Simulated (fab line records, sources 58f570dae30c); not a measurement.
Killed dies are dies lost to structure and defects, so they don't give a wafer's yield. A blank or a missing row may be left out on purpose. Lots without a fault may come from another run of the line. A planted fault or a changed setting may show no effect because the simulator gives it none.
Which tool did it? | flow berkeley_cmos170 | 7 lots, 21 wafers sampled, at 2 steps of a route of 331

WHAT THE GAUGES READ, wafer by wafer
UCB170_NWELL_THK_MEAS_05.
lot  | measured    | on            | NWELL_NITRIDE_THK (nm)
L145 | day 2 10:35 | film_metro-02 | 225.6 226.5 225.7
L150 | day 3 20:39 | film_metro-02 | 223.5 223.8 222.5
L152 | day 4 04:34 | film_metro-02 | 221.8 222.6 222.0
L154 | day 4 21:01 | film_metro-02 | 224.6 223.6 221.8
L156 | day 5 04:07 | film_metro-02 | 381.1 379.6 378.5
L159 | day 5 16:22 | film_metro-03 | 223.8 223.3 224.9
L167 | day 7 02:47 | film_metro-03 | 223.6 222.3 222.4

WHICH TOOL RAN EACH LOT (tool, then ch and the chambers of the sampled wafers, then the start)
lot  | UCB170_NWELL_CVD_04
L145 | lpcvd-01 ch 0, day 2 08:38
L150 | lpcvd-02 ch 0, day 3 18:43
L152 | lpcvd-02 ch 1, day 4 02:38
L154 | lpcvd-01 ch 0, day 4 18:06
L156 | lpcvd-01 ch 1, day 5 02:10
L159 | lpcvd-02 ch 1, day 5 14:25
L167 | lpcvd-02 ch 0, day 7 00:51
- UCB170_NWELL_CVD_04: deposits Si3N4 from SiH2Cl2/NH3, target thk 224 nm, time 3360 s.

THE ANSWER, worked out from the rows above alone
Rule: what is usual is taken from the lots themselves. Put in order of their means at a reading, lots are off if they are a third of the lots or fewer, leave a main group of 4 or more, and stand apart from it by a gap of 3 or more times the standard deviation of the main group's means; of several such gaps the widest counts. A main group whose means are all the same, to the digits that the tables above print for the reading, isn't used. A lot without any number at a reading at which 4 lots or more have one is off too. The other lots that the step has rows for count as sound.
Off: L156, at UCB170_NWELL_THK_MEAS_05 (NWELL_NITRIDE_THK). The main group: mean 223.6 nm, standard deviation 1.2.
A tool fits if, at a process step before that reading, it ran every lot that is off, and no sound lot after the first of them. The gauges at UCB170_NWELL_THK_MEAS_05 are tried like those tools. Can't be told from this: 2 tools fit, lpcvd-01 at UCB170_NWELL_CVD_04, film_metro-02 at UCB170_NWELL_THK_MEAS_05.

WHAT THE SIMULATOR HAD PUT IN
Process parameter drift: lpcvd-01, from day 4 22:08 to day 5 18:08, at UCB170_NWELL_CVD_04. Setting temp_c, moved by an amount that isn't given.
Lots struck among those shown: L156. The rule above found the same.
